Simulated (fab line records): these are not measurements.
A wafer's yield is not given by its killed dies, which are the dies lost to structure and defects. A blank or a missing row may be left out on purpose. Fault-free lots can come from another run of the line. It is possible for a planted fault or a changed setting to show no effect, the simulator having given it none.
A lot that was struck, set against a sound lot / flow ritCmos / 14 steps out of a route of 202
Sound: the wafers L453.2, L453.4, L453.5. Wafers L457.1, L457.2, L457.6 were the ones struck. At the end, the cause is stated.
At each step with rows: each side's tool, then ch and its chambers, then its first start. Under that, the readings that differ: sound wafers / struck wafers / difference of the means / sigmas: that difference in standard deviations of wafers without a fault.
alike: a reading whose means differ by less than 2 such deviations, as well as words and numbers matching on both sides. not compared: withheld readings; readings where some wafer has no value; bounds like >300 that might hide an equal value; numbers whose values overlap and for which the record gives no deviation.
Wherever a step has rows on one side only, a row that says differs or no value, or a row with sigmas, the two part there. Numbers that don't overlap but have no deviation are shown without sigmas and don't part them. A reading that every wafer of one side lacks parts them only if that side has two wafers or more.

first, 1 step without rows for these wafers: RIT_SILICIDE_WET_ETCH_00 (etches SiO2 in BOE, target depth 14 nm, time 15 s).
RIT_SILICIDE_SPUTTER_01: material Ti, target thk 30 nm, time 240 s.
  sound: pvdSputter-02 at day 4 03:45; struck: pvdSputter-02 at day 5 00:13
  alike: throttleValvePct
RIT_SILICIDE_RS_MEAS_02: measures by four-point-probe.
  sound: filmMetro-04 at day 4 03:55; struck: filmMetro-03 at day 5 00:22
  alike: SILICIDE_TI_RS
RIT_SILICIDE_THK_MEAS_03: measures by xrf.
  sound: filmMetro-04 at day 4 04:02; struck: filmMetro-03 at day 5 00:29
  alike: SILICIDE_TI_THK
RIT_SILICIDE_RTA_04: time 10 s, ramp up 5 s, ramp down 5 s.
  sound on rtpAnneal-01 ch 0, day 4 04:05; struck on rtpAnneal-01 ch 0, day 5 00:32
  alike: wafer_temp_C_max
then, 1 step without rows for these wafers: RIT_SILICIDE_WET_ETCH_05 (etches Ti in SPM, time 120 s).
RIT_SILICIDE_RTA_06: time 10 s, ramp up 5 s, ramp down 10 s.
  sound on rtpAnneal-02 ch 0, day 4 04:12; struck on rtpAnneal-02 ch 0, day 5 00:39
  alike: wafer_temp_C_max
RIT_CONTACT_CVD_00: deposits SiO2 from TEOS, target thk 400 nm, time 61 s.
  sound on pecvd-02 ch 0,1,2, day 4 04:15; struck on pecvd-03 ch 1,2, day 5 00:43
  alike: heaterPowerW, susceptorTempC
RIT_CONTACT_THK_MEAS_01:
  sound: filmMetro-02 at day 4 04:19; struck: filmMetro-03 at day 5 00:46
  alike: CONTACT_TEOS_THK
then, 3 steps without rows for these wafers: RIT_CONTACT_HMDS_02 (prime time 60 s); RIT_CONTACT_COAT_03 (resist thk 1000 nm); RIT_CONTACT_SOFTBAKE_04 (time 60 s).
RIT_CONTACT_EXPOSE_05: exposes mask M11, target cd 1000 nm.
  sound on ilineStepper-02 ch 0, day 4 04:59; struck on ilineStepper-02, day 5 01:23
  no value came back on the struck wafers for exposureDoseMJCm2, focusOffsetNm (nm), stageVelMmS (mm/s); on the sound wafers exposureDoseMJCm2 reads 250.18 250.16 249.88
  alike: mask
then, 1 step without rows for these wafers: RIT_CONTACT_PEB_06.

## WHERE THEY PART
Only at RIT_CONTACT_EXPOSE_05, as far as this record shows.

WHY: what had been put in by the simulator
Step skipped in full: ilineStepper-02, at RIT_CONTACT_EXPOSE_05, from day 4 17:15 onward. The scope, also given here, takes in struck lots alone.
